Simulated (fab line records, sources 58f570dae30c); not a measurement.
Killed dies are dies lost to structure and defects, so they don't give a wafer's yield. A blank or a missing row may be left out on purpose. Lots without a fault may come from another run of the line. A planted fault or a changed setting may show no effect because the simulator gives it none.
One fault seen from 2 desks | flow berkeley_cmos170 | each desk has only its own numbers; what lay behind them comes last

THE METROLOGY DESK
What the gauges read, lot by lot, whatever tool the lot ran on: means of the sampled wafers that have a number. A lot is out of limits, marked OUT, if its mean lies more than 4 standard deviations from the usual mean; the brackets give that distance.
Columns: A = NWELL_NITRIDE_THK at UCB170_NWELL_THK_MEAS_05, usual 223.3 nm; B = PFIELD_OVL at UCB170_PFIELD_OVL_MEAS_06, usual -2 nm; C = GATE_OVL at UCB170_GATE_OVL_MEAS_13, usual 2 nm
lot  | first seen here | A     | B  | C
L757 | day 2 00:18     | 224.5 | 2  | 12
L759 | day 2 15:36     | 225.2 | -8 | 2
L760 | day 2 21:20     | 225.3 | 4  | -3
L761 | day 2 23:18     | 221.6 | 6  | 4
L762 | day 3 04:19     | 221.9 | -6 | 3
L763 | day 3 11:08     | 223.3 | 3  | 1
L764 | day 3 14:55     | 220.5 | -2 | -4
L766 | day 4 03:08     | 225.6 | 6  | 2
L769 | day 4 17:10     | 223.0 | -3 | 2
L775 | day 6 00:49     | 224.8 | -6 | -4
L774 | day 6 00:50     | 226.4 | 6  | 0
L777 | day 6 08:40     | 222.2 | -6 | 6
L780 | day 7 02:05     | 221.9 | -7 | 5
This desk's finding: nothing out of limits on any of the 13 lots.

THE TOOL OWNER'S DESK: rie_diel-03
The tool's own readings at UCB170_ACTIVE_ETCH_15 (etches Si3N4 in CH3F/Ar/O2, stops on SiO2, target depth 242 nm, time 151 s): means of the sampled wafers that have a number, for each lot that ran on this tool. A lot is out of limits, marked OUT, if its mean lies more than 4 standard deviations from the usual mean; the brackets give that distance.
Columns: A = drypump_motor_current_A at UCB170_ACTIVE_ETCH_15, usual 5.9 A; B = oes_product_au at UCB170_ACTIVE_ETCH_15, usual 0.944 a.u.; C = throttle_valve_pct at UCB170_ACTIVE_ETCH_15, usual 8.02 %
lot  | first seen here | A   | B     | C
L757 | day 4 01:43     | 6.0 | 0.942 | 7.92
L759 | day 4 16:18     | 6.0 | 0.938 | 7.88
L760 | day 4 23:46     | 5.9 | 0.953 | 7.95
L766 | day 6 08:59     | 6.1 | 0.942 | 7.97
L769 | day 6 20:16     | 6.1 | 0.945 | 7.96
L774 | day 8 00:34     | 5.9 | 0.922 | 8.01
This desk's finding: nothing out of limits on any of the 6 lots.

PUT TOGETHER
The metrology desk saw nothing out of limits.
The tool owner's desk saw nothing out of limits.

WHAT THE SIMULATOR HAD PUT IN
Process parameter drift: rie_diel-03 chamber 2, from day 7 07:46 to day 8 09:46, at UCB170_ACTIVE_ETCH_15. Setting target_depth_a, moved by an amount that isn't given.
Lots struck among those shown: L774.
